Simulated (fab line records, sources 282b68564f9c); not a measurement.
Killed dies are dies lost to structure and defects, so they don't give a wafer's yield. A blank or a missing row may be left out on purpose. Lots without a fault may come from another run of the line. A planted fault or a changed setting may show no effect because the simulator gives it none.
A struck lot beside a sound one | flow rit_cmos | 23 steps out of a route of 202
Sound: wafers L567.4, L567.5, L567.6. Struck: wafers L557.1, L557.3, L557.5. The cause comes at the end.
At each step with rows: each side's tool, then ch and its chambers, then its first start. Under that, the readings that differ: sound wafers | struck wafers | difference of the means | sigmas: that difference in standard deviations of wafers without a fault.
alike: readings whose means differ by less than 2 such deviations, and words and numbers that are the same on both sides. not compared: withheld readings, readings that some wafer has no value for, bounds like >300 that may hide the same value, and numbers for which the record gives no deviation and whose values overlap.
The two part at a step that has a row with sigmas, a row that says differs or no value, or rows on one side only. Numbers that don't overlap but have no deviation are shown without sigmas and don't part them. A reading that every wafer of one side lacks parts them only if that side has two wafers or more.

RIT_CONTACT_CD_MEAS_08: target cd 1000 nm.
  sound on cd_sem-02, day 7 11:59; struck on cd_sem-02, day 5 12:18
  alike: cd_nm
RIT_CONTACT_OVL_MEAS_09:
  sound on overlay-02, day 7 12:04; struck on overlay-02, day 5 12:25
  alike: CONTACT_OVL
then, 1 step without rows for these wafers: RIT_CONTACT_HARDBAKE_10 (time 60 s).
RIT_CONTACT_ETCH_11: etches SiO2 in CHF3/CF4/Ar, stops on TiSi2, target depth 480 nm, time 320 s.
  sound on rie_diel-01 ch 1,2,3, day 7 12:19; struck on rie_diel-04 ch 0,2, day 5 12:36
  alike: drypump_motor_current_A, oes_product_au, throttle_valve_pct
  not compared: rf_hours_counter_h
RIT_CONTACT_STRIP_12: strips in O2, time 180 s.
  sound on plasma_asher-01 ch 0,1, day 7 12:34; struck on plasma_asher-03 ch 0,1, day 5 12:48
  alike: drypump_motor_current_A
  not compared: rf_hours_counter_h
RIT_CONTACT_CD_MEAS_90: target cd 1000 nm.
  sound on cd_sem-01, day 7 12:44; struck on cd_sem-01, day 5 12:58
  alike: cd_nm
then, 2 steps without rows for these wafers: RIT_CONTACT_CLEAN_13 (cleans in SC1, time 600 s); RIT_CONTACT_CLEAN_14 (cleans in SC2, time 600 s).
RIT_M1_SPUTTER_00: material Al, target thk 400 nm, time 500 s.
  sound on pvd_sputter-04, day 7 13:13; struck on pvd_sputter-01, day 5 13:26
  alike: throttle_valve_pct
RIT_M1_RS_MEAS_01: measures by four-point-probe.
  sound on film_metro-04, day 7 13:35; struck on film_metro-04, day 5 13:44
  reading           | sound                | struck               | difference | sigmas
  M1_AL_RS (ohm/sq) | 0.0737 0.0743 0.0738 | 0.0723 0.0727 0.0721 | -0.0016    | -2
RIT_M1_THK_MEAS_02: measures by xrf.
  sound on film_metro-04, day 7 13:40; struck on film_metro-04, day 5 13:52
  reading        | sound       | struck      | difference | sigmas
  M1_AL_THK (nm) | 400 396 401 | 410 407 408 | +9         | +2
then, 1 step without rows for these wafers: RIT_M1_HMDS_03 (prime time 60 s).
RIT_M1_COAT_04: resist thk 1300 nm.
  sound on litho_track-01 ch 0, day 7 13:55; struck on litho_track-04 ch 0, day 5 14:04
  reading                                 | sound          | struck            | difference | sigmas
  model.NOVOLAK_of_M1_COAT_04.thk_nm (nm) | 1306 1308 1304 | 717.5 715.5 717.1 | -589.3     |
then, 4 steps without rows for these wafers: RIT_M1_SOFTBAKE_05 (time 60 s); RIT_M1_EXPOSE_06 (exposes mask M12, target cd 2600 nm); RIT_M1_PEB_07; RIT_M1_DEVELOP_08 (develop time 68 s).
RIT_M1_CD_MEAS_09: target cd 2600 nm.
  sound on cd_sem-01, day 7 14:52; struck on cd_sem-01, day 5 14:48
  reading    | sound                | struck               | difference | sigmas
  cd_nm (nm) | 2601.6 2601.6 2599.9 | 2536.9 2537.3 2541.0 | -62.6      | -22
RIT_M1_OVL_MEAS_10:
  sound on overlay-01, day 7 14:56; struck on overlay-02, day 5 14:55
  alike: M1_OVL
then, 1 step without rows for these wafers: RIT_M1_HARDBAKE_11 (time 120 s).
RIT_M1_METAL_ETCH_12: etches Al in Cl2/BCl3, stops on SiO2, time 165 s, target depth 600 nm.
  sound on rie_metal-04 ch 0,1, day 7 15:16; struck on rie_metal-02 ch 0, day 5 15:12
  reading                                 | sound          | struck          | difference | sigmas
  model.NOVOLAK_of_M1_COAT_04.thk_nm (nm) | 815 815.3 811  | 303 301.3 304.4 | -511       |
  model.M1.cd_nm (nm)                     | 2602 2603 2602 | 2538 2538 2542  | -63        |
  alike: drypump_motor_current_A, oes_product_au, throttle_valve_pct
  not compared: rf_hours_counter_h
then, 1 step without rows for these wafers: RIT_M1_STRIP_13 (strips in nmp, time 600 s).
RIT_M1_PROBE_99:
  sound on prober-02, day 7 17:37; struck on prober-01, day 5 17:28
  reading                      | sound          | struck         | difference | sigmas
  killed_at_M0_to_M3           | 0 0 0          | 0 0 1          | +0         | +2
  model.etest.m1.width_nm (nm) | 2605 2602 2602 | 2542 2544 2539 | -61        |
  alike: defect_limited_yield, killed_at_contacts, killed_at_front_end, killed_dies, killed_open, killed_short, sort_bin_3_pad_short, sort_bin_5_function, sort_bin_6_memory, sort_n_pass, sort_yield_pct

WHERE THEY PART
First at RIT_M1_RS_MEAS_01; last, within this record, at RIT_M1_PROBE_99.

WHY: what the simulator had put in
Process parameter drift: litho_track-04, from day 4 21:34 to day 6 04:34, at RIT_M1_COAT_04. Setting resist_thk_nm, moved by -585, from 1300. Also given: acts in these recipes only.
